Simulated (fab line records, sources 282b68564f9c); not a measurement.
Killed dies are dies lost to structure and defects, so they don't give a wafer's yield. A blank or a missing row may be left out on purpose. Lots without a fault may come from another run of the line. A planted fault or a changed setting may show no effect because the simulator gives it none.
Which tool did it? | flow rit_cmos | 11 lots, 33 wafers sampled, at 4 steps of a route of 202

WHAT THE GAUGES READ, wafer by wafer
RIT_M1_CD_MEAS_09: target cd 2600 nm.
lot  | measured    | on        | cd_nm (nm)
L878 | day 3 14:28 | cd_sem-01 | 2601.0 2597.0 2599.5
L879 | day 3 19:49 | cd_sem-02 | 2597.4 2599.2 2598.0
L882 | day 4 13:52 | cd_sem-01 | 2601.4 2601.1 2602.8
L887 | day 5 13:34 | cd_sem-02 | 2593.6 2596.9 2595.3
L889 | day 6 00:43 | cd_sem-01 | 2603.0 2601.8 2602.4
L891 | day 6 03:40 | cd_sem-02 | 2598.4 2599.3 2596.6
L895 | day 7 12:47 | cd_sem-02 | 2600.5 2603.1 2603.2
L896 | day 7 18:29 | cd_sem-02 | 2600.5 2600.3 2600.7
L897 | day 8 01:19 | cd_sem-02 | 2599.7 2598.9 2600.4
L900 | day 8 08:34 | cd_sem-01 | 2597.6 2599.2 2598.3
L901 | day 8 13:54 | cd_sem-01 | 2600.2 2602.9 2600.7

RIT_M1_OVL_MEAS_10.
lot  | measured    | on         | M1_OVL (nm)
L878 | day 3 14:35 | overlay-02 | 0.3 2.1 2.9
L879 | day 3 19:55 | overlay-02 | 0.6 -1.4 0.9
L882 | day 4 13:59 | overlay-02 | -0.1 2.2 0.6
L887 | day 5 13:41 | overlay-02 | -1.7 0.5 0.9
L889 | day 6 00:49 | overlay-02 | -0.4 1.4 0.3
L891 | day 6 03:47 | overlay-01 | -0.5 0.4 -0.3
L895 | day 7 12:54 | overlay-02 | 1.1 1.8 1.1
L896 | day 7 18:37 | overlay-02 | 0.0 -1.0 -0.1
L897 | day 8 01:26 | overlay-01 | -2.2 0.8 0.4
L900 | day 8 08:41 | overlay-01 | -2.9 -1.4 -1.4
L901 | day 8 14:01 | overlay-01 | -2.3 -0.2 2.8

WHICH TOOL RAN EACH LOT (tool, then ch and the chambers of the sampled wafers, then the start)
lot  | RIT_ACTIVE_SOFTBAKE_07           | RIT_PLDD_STRIP_09
L878 | litho_track-03 ch 0, day 1 14:57 | plasma_asher-02 ch 0,1, day 3 03:04
L879 | litho_track-04 ch 0, day 1 21:29 | plasma_asher-02 ch 0,1, day 3 08:50
L882 | litho_track-04 ch 0, day 2 12:14 | plasma_asher-03 ch 0, day 4 01:34
L887 | litho_track-03 ch 0, day 3 13:56 | plasma_asher-02 ch 0, day 5 00:14
L889 | litho_track-03 ch 0, day 3 20:55 | plasma_asher-02 ch 0,1, day 5 12:25
L891 | litho_track-01 ch 0, day 4 07:14 | plasma_asher-01 ch 0,1, day 5 16:05
L895 | litho_track-04 ch 0, day 5 05:24 | plasma_asher-03 ch 0,1, day 7 00:29
L896 | litho_track-04 ch 0, day 5 08:47 | plasma_asher-01 ch 0,1, day 7 06:43
L897 | litho_track-01 ch 0, day 5 13:58 | plasma_asher-02 ch 0,1, day 7 14:17
L900 | litho_track-04 ch 0, day 6 08:14 | plasma_asher-03 ch 0,1, day 7 20:12
L901 | litho_track-01 ch 0, day 6 14:17 | plasma_asher-02 ch 0,1, day 8 01:56
- RIT_ACTIVE_SOFTBAKE_07: time 60 s.
- RIT_PLDD_STRIP_09: strips in O2, time 180 s.

WHAT THE TOOLS THEMSELVES READ (means of the sampled wafers that have a number; where no wafer has one, the mark that the record gives instead)
RIT_ACTIVE_SOFTBAKE_07.
lot  | tool           | heater_power_total_W (W) | plate_temp_C (C)
L878 | litho_track-03 | 34.52                    | 89.99
L879 | litho_track-04 | 34.52                    | 89.97
L882 | litho_track-04 | 34.56                    | 89.96
L887 | litho_track-03 | 35.62                    | 92.10
L889 | litho_track-03 | 35.59                    | 91.96
L891 | litho_track-01 | 34.55                    | 90.06
L895 | litho_track-04 | 34.60                    | 89.89
L896 | litho_track-04 | 34.53                    | 90.13
L897 | litho_track-01 | 34.56                    | 90.06
L900 | litho_track-04 | 34.61                    | 89.85
L901 | litho_track-01 | 34.62                    | 90.03

RIT_PLDD_STRIP_09.
lot  | tool            | drypump_motor_current_A (A) | rf_refl_power_W (W)
L878 | plasma_asher-02 | 5.6                         | 7.3
L879 | plasma_asher-02 | 6.0                         | 6.0
L882 | plasma_asher-03 | 6.2                         | 5.9
L887 | plasma_asher-02 | 5.1                         | 9.0
L889 | plasma_asher-02 | 6.1                         | 6.0
L891 | plasma_asher-01 | 5.3                         | 5.7
L895 | plasma_asher-03 | 5.8                         | 5.8
L896 | plasma_asher-01 | 5.5                         | 6.6
L897 | plasma_asher-02 | 6.1                         | 6.1
L900 | plasma_asher-03 | 6.0                         | 6.1
L901 | plasma_asher-02 | 6.1                         | 6.1

THE ANSWER, worked out from the rows above alone
Rule: what is usual is taken from the lots themselves. Put in order of their means at a reading, lots are off if they are a third of the lots or fewer, leave a main group of 4 or more, and stand apart from it by a gap of 3 or more times the standard deviation of the main group's means; of several such gaps the widest counts. A main group whose means are all the same, to the digits that the tables above print for the reading, isn't used. A lot without any number at a reading at which 4 lots or more have one is off too. The other lots that the step has rows for count as sound. The gauges are gone through in route order, then the tools' own readings, and for those a lot's mean is taken as printed above. The first step at which some lot is off is used, and at that step the reading that is off furthest; a lot without a number counts as furthest.
Off: L887, L889, at RIT_ACTIVE_SOFTBAKE_07 (heater_power_total_W). The main group: mean 34.56 W, standard deviation 0.036.
A tool fits if, at that step or a process step before it, it ran every lot that is off, and no sound lot after the first of them. One fits: litho_track-03 at RIT_ACTIVE_SOFTBAKE_07. Its last sound lot is L878 (day 1 14:57), its first lot that is off L887 (day 3 13:56): a fault that began between those two fits.
The tool's own readings at RIT_ACTIVE_SOFTBAKE_07 bear it out: on the lots that are off they differ by more than 5 times the standard deviation of the sound lots' means. heater_power_total_W reads 35.61 W there against 34.56 W on the sound lots; plate_temp_C reads 92.03 C there against 89.99 C on the sound lots.

WHAT THE SIMULATOR HAD PUT IN
Process parameter drift: litho_track-03, from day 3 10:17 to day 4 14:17, at RIT_ACTIVE_SOFTBAKE_07. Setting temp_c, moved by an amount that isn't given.
Lots struck among those shown: L887, L889. The rule above found the same.
